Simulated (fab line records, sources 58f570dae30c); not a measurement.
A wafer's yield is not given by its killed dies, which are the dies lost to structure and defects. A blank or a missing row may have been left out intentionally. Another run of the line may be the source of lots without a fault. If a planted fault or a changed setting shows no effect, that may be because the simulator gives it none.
A lot that was struck, set against a sound lot :: flow berkeleyCmos170 :: 43 steps out of a route of 331
Sound: wafers L835.1, L835.3, L835.6. Struck: wafers L844.2, L844.3, L844.4. The cause is given at the end.
Order at every step that has rows: each side's tool, ch and its chambers, its first start. Under that, the readings that differ: sound wafers :: struck wafers :: difference of the means :: sigmas: that difference in standard deviations of wafers without a fault.
alike: readings with means less than 2 such deviations apart, plus words and numbers identical on both sides. not compared: withheld readings, readings lacking a value on some wafer, bounds such as >300 that could conceal the same value, and numbers that have no deviation in the record and whose values overlap.
Wherever a step has rows on one side only, a row that says differs or no value, or a row with sigmas, the two part there. Non-overlapping numbers with no deviation appear without sigmas and do not part them. A reading missing from all wafers of one side parts the sides only when that side holds two or more wafers.

first, 1 step without rows for these wafers: UCB170_GATE_CVD_04 (deposits poly-Si from SiH4, time 1440 s, target thk 214 nm).
UCB170_GATE_THK_MEAS_05:
  sound on filmMetro-04 at day 6 13:14; struck on filmMetro-01 at day 9 00:10
  alike: GATE_POLY_THK
then, 6 steps without rows for these wafers: UCB170_GATE_COAT_06; UCB170_GATE_COAT_07 (resist thk 889.9 nm); UCB170_GATE_SOFTBAKE_08 (time 60 s); UCB170_GATE_EXPOSE_09 (exposes mask POLY, target cd 350 nm); UCB170_GATE_PEB_10; UCB170_GATE_DEVELOP_11 (develop time 45 s).
UCB170_GATE_CD_MEAS_12: the cd target is 350 nm.
  sound on cdSem-02 at day 6 14:43; struck on cdSem-02 at day 9 01:34
  alike: cdNm
UCB170_GATE_OVL_MEAS_13:
  sound on overlay-01 at day 6 14:50; struck on overlay-01 at day 9 01:41
  alike: GATE_OVL
UCB170_GATE_ETCH_14: etches BARC in N2/H2.
  sound on rieDiel-03 ch 1,2,3, day 6 14:52; struck on rieDiel-01 ch 0,1,2, day 9 01:43
  alike: drypumpMotorCurrentA, oesProductAu, throttleValvePct
UCB170_GATE_ETCH_15: etches poly-Si in HBr/Cl2, stops on SiO2, time 56.3 s, target depth 278.2 nm.
  sound on rieSi-02 ch 0,1,3, day 6 14:55; struck on rieSi-01 ch 1,2,3, day 9 01:45
  alike: drypumpMotorCurrentA, oesProductAu, throttleValvePct
  not compared: rfHoursCounterH
UCB170_GATE_STRIP_16: strips in O2.
  sound on plasmaAsher-04 ch 0,1, day 6 14:58; struck on plasmaAsher-03 ch 0,1, day 9 01:48
  alike: drypumpMotorCurrentA, oesProductAu
  not compared: rfHoursCounterH
UCB170_GATE_CD_MEAS_90: the cd target is 350 nm.
  sound on cdSem-02 at day 6 15:04; struck on cdSem-01 at day 9 01:55
  alike: cdNm
then, 7 steps without rows for these wafers: UCB170_GATE_CLEAN_17 (cleans in SPM, time 600 s); UCB170_PLDD_HMDS_00 (prime time 60 s); UCB170_PLDD_COAT_01 (resist thk 900 nm); UCB170_PLDD_SOFTBAKE_02 (time 60 s); UCB170_PLDD_EXPOSE_03 (exposes mask PSELECT, target cd 1200 nm); UCB170_PLDD_PEB_04; UCB170_PLDD_DEVELOP_05 (develop time 45 s).
UCB170_PLDD_CD_MEAS_06: the cd target is 1200 nm.
  sound on cdSem-02 at day 6 17:01; struck on cdSem-02 at day 9 04:04
  alike: cdNm
UCB170_PLDD_OVL_MEAS_07:
  sound on overlay-01 at day 6 17:08; struck on overlay-02 at day 9 04:10
  alike: PLDD_OVL
then, 2 steps without rows for these wafers: UCB170_PLDD_IMPLANT_08; UCB170_PLDD_IMPLANT_09.
UCB170_PLDD_STRIP_10: strips in O2.
  sound on plasmaAsher-03 ch 0, day 6 17:29; struck on plasmaAsher-01 ch 0,1, day 9 04:29
  alike: drypumpMotorCurrentA, oesProductAu, stripTimeToEndpointS
  not compared: rfHoursCounterH
UCB170_PLDD_TW_MEAS_11:
  sound on filmMetro-02 at day 6 17:35; struck on filmMetro-04 at day 9 04:36
  alike: PLDD_TW
then, 7 steps without rows for these wafers: UCB170_PLDD_CLEAN_12 (cleans in SPM, time 600 s); UCB170_NLDD_HMDS_00 (prime time 60 s); UCB170_NLDD_COAT_01 (resist thk 900 nm); UCB170_NLDD_SOFTBAKE_02 (time 60 s); UCB170_NLDD_EXPOSE_03 (exposes mask NSELECT, target cd 1200 nm); UCB170_NLDD_PEB_04; UCB170_NLDD_DEVELOP_05 (develop time 45 s).
UCB170_NLDD_CD_MEAS_06: the cd target is 1200 nm.
  sound on cdSem-02 at day 6 19:35; struck on cdSem-01 at day 9 06:33
  alike: cdNm
UCB170_NLDD_OVL_MEAS_07:
  sound on overlay-01 at day 6 19:43; struck on overlay-02 at day 9 06:40
reading: NLDD_OVL (nm)
sound: 5 6 6
struck: -9 -10 -8
difference: -15
sigmas: -3
then, 2 steps without rows for these wafers: UCB170_NLDD_IMPLANT_08; UCB170_NLDD_IMPLANT_09.
UCB170_NLDD_STRIP_10: strips in O2.
  sound on plasmaAsher-04 ch 0, day 6 20:03; struck on plasmaAsher-01 ch 0,1, day 9 06:59
  alike: drypumpMotorCurrentA, oesProductAu, stripTimeToEndpointS
  not compared: rfHoursCounterH
UCB170_NLDD_TW_MEAS_11:
  sound on filmMetro-04 at day 6 20:09; struck on filmMetro-03 at day 9 07:06
  alike: NLDD_TW
then, 1 step without rows for these wafers: UCB170_NLDD_CLEAN_12 (cleans in SPM, time 600 s).
UCB170_SPACER_CVD_00: deposits SiO2 from TEOS/O2, target thk 376 nm, time 47 s.
  sound on pecvd-03 ch 0,1,2, day 6 20:23; struck on pecvd-04 ch 0,1,2, day 9 07:20
  alike: heaterPowerW
UCB170_M3_PROBE_99:
  rows exist in the record for the struck wafers here (prober-01, day 10 20:05), but not for the sound ones

== WHERE THEY PART ==
Last at UCB170_M3_PROBE_99 as far as this record goes, first at UCB170_NLDD_OVL_MEAS_07.

WHY: the cause the simulator had injected
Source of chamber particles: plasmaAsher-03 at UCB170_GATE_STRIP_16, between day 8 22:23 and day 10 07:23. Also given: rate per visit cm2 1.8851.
